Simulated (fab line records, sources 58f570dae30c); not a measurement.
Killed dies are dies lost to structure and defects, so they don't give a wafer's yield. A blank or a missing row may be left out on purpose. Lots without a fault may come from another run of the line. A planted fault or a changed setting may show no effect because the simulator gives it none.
Split-lot experiment | flow berkeley_cmos170 | 5 lots, 23 wafers read, on a route of 331 steps

THE SPLIT
At UCB170_M3_SPUTTER_01 (material Al, target thk 900 nm, time 120 s), the setting time_s was moved away from the recipe's 120 s on 5 of the 23 wafers read, by -7.5% to +8.0%. The other wafers ran this setting at the recipe's value.

FROM THE SPLIT TO THE READING: what the file shows between them, 1 step
- UCB170_M3_RS_MEAS_02: measures by four-point-probe

THE READING
M3_AL_THK, in nm, at UCB170_M3_THK_MEAS_03 (measures by xrf). Fault-free wafers of this fab line usually give 887 nm, standard deviation 9.2 nm.

wafer  | tool, chamber at the split | time_s as run, s | against the recipe | M3_AL_THK, nm | against lot-mates on the recipe
L076.1 | pvd_sputter-01, -          | 120              | recipe             | 870           | -
L076.4 | pvd_sputter-01, -          | 120              | recipe             | 873           | -
L076.6 | pvd_sputter-01, -          | 120              | recipe             | 875           | -
L075.1 | pvd_sputter-04, -          | 120              | recipe             | 883           | -
L075.2 | pvd_sputter-04, -          | 120              | recipe             | 874           | -
L075.3 | pvd_sputter-04, -          | 120              | recipe             | 887           | -
L075.4 | pvd_sputter-04, -          | 120              | recipe             | 896           | -
L075.5 | pvd_sputter-04, -          | 120              | recipe             | 880           | -
L077.1 | pvd_sputter-02, -          | 120              | recipe             | 885           | -
L077.2 | pvd_sputter-02, -          | 120              | recipe             | 881           | -
L077.3 | pvd_sputter-02, -          | 120              | recipe             | 883           | -
L077.5 | pvd_sputter-02, -          | 111              | -7.5%              | 817           | -66
L077.6 | pvd_sputter-02, -          | 111              | -7.5%              | 817           | -66
L081.1 | pvd_sputter-01, -          | 120              | recipe             | 896           | -
L081.2 | pvd_sputter-01, -          | 120              | recipe             | 911           | -
L081.3 | pvd_sputter-01, -          | 120              | recipe             | 898           | -
L081.4 | pvd_sputter-01, -          | 120              | recipe             | 908           | -
L081.5 | pvd_sputter-01, -          | 120              | recipe             | 907           | -
L083.1 | pvd_sputter-01, -          | 129.6            | +8.0%              | 967           | +90
L083.2 | pvd_sputter-01, -          | 129.6            | +8.0%              | 949           | +72
L083.4 | pvd_sputter-01, -          | 129.6            | +8.0%              | 960           | +84
L083.5 | pvd_sputter-01, -          | 120              | recipe             | 879           | -
L083.6 | pvd_sputter-01, -          | 120              | recipe             | 874           | -

THE FIT
A straight line over all 23 wafers: M3_AL_THK changes by +9.11 nm for each +1% of time_s; r = +0.94; the points scatter about the line by 12 nm.
The same after taking each lot's own level away (the mean of its wafers on the recipe; 23 wafers): +9.69 nm for each +1%; r = +0.99; scatter 6 nm.
On that fit, the largest move of time_s shifts the reading by 78 nm.
The lots' own levels span 872.7 to 904.0 nm, that is 3.4 times the standard deviation above.
So the lot-to-lot level changes the slope little: the two slopes agree.
Check: with one of the wafers moved furthest among these (+8.0%) left out of the fit, the line predicts +75.1 nm for it against its lot-mates. It came out at +90.5 nm against them.

OTHER SPLITS ON THESE WAFERS
These wafers also went through other splits before the reading. Each is held against what the fit with the lots' levels taken away leaves over:
other split on the same wafers  | wafers away from the commonest value | r with M3_AL_THK (lot level and that fit taken away)
UCB170_M2_SPUTTER_01 time_s     | 8                                    | -0.02
UCB170_M2_PEB_13 peb_temp_c     | 5                                    | +0.25
UCB170_V2_COAT_07 resist_thk_nm | 6                                    | +0.23

THE WHOLE CHAIN: every reading that the file lists as answering this split, in the file's order
step                  | what it does                               | reading                                                                     | change (the file's fit)               | r (the file's)
UCB170_M3_SPUTTER_01  | material Al, target thk 900 nm, time 120 s | Al_of_M3_SPUTTER_01.thk_nm (the simulator's own value, which no gauge read) | +9.84 nm for each +1% of the setting  | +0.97
UCB170_M3_RS_MEAS_02  | measures by four-point-probe               | M3_AL_RS                                                                    | -0.000357 for each +1% of the setting | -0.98
UCB170_M3_THK_MEAS_03 | measures by xrf                            | M3_AL_THK                                                                   | +9.62 for each +1% of the setting     | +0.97

THE FILE'S OWN FIT
M3_AL_THK changes by +9.62 nm for each +1% of time_s, r = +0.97.
